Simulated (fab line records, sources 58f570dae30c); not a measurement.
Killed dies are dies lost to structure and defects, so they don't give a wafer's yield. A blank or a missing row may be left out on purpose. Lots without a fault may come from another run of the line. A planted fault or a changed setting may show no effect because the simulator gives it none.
Problem report in the 8D (eight disciplines) form, filled by code | flow berkeley_cmos170 | the parts of the form that need people (team, actions taken, sign-off) are left out

1. THE PROBLEM
platen_rpm at UCB170_V1_CMP_02 reads a mean of 54.04 rpm on 3 wafers of 2 lots; wafers without a fault read 60.00 rpm with a standard deviation of 0.042. That is -99 or more standard deviations from the usual mean.
The step: polishes SiO2.
First seen on wafer L677.2, day 9 09:58, on cmp-02. The record holds 18 wafers of 6 lots with a number at this step. Rule for "out", or "out of limits": more than 4 standard deviations from the usual mean. The other wafers with a number count as sound.

2. WHAT IT IS AND WHAT IT IS NOT
question                    | is                     | is not
which readings at this step | platen_rpm             | motor_current_A
which lots                  | L677, L679             | L671, L673, L685, L690
which wafers of those lots  | L677.2, L677.5, L679.3 | L677.4, L679.2, L679.5
read on which tools         | cmp-02                 | cmp-01
when                        | from day 9 09:58       | up to then (7 sound wafers); but 8 sound wafers of L679, L685, L690 came after

3. SUSPECTS, AND WHAT RULES EACH OUT
Counting: a tool at a process step up to the reading stays a suspect if it ran every lot that is out. Sound lots after the first of them don't rule it out here, since some wafers of a struck lot are sound.
- cmp-02 at UCB170_V1_CMP_02 (polishes SiO2): kept. It ran every lot that is out, first L677 (day 9 09:58); its last sound lot up to then is L673 (day 8 13:59). Its own readings are out on those wafers: platen_rpm.
- Within cmp-02 at UCB170_V1_CMP_02: the wafers that are out ran in chamber 2; their sound lot-mates ran in chambers 0, 1.
Left after counting: cmp-02 at UCB170_V1_CMP_02.

4. THE CAUSE (what the simulator had put in)
Process parameter drift: cmp-02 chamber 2, from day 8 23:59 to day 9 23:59, at UCB170_V1_CMP_02. Setting platen_rpm, moved by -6, from 60. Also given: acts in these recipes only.
Counting left only this tool.

5. THE CHAIN OF EFFECTS, in route order
Each row: a reading whose mean over the struck wafers that have a number lies more than 3 standard deviations from the usual. Only readings for which the record gives a usual standard deviation are gone through. hours: the time from each lot's start at the first step in this table that gives one to its start at this step, as a median over the lots. sigmas: the change in usual standard deviations.
hours | step             | reading    | usual     | on struck wafers | change | sigmas
0     | UCB170_V1_CMP_02 | platen_rpm | 60.00 rpm | 54.04            | -5.96  | -99 or more
The process steps in it:
- UCB170_V1_CMP_02: polishes SiO2.
Later measuring or inspecting steps at which every struck wafer that the step has a row for has a number for every such reading, and none has moved that far: UCB170_V1_BOW_MEAS_03.

6. WHAT WOULD HAVE CAUGHT IT SOONER
In this record the first reading out of limits was taken at day 9 09:58, 10 hours after the fault began at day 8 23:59.
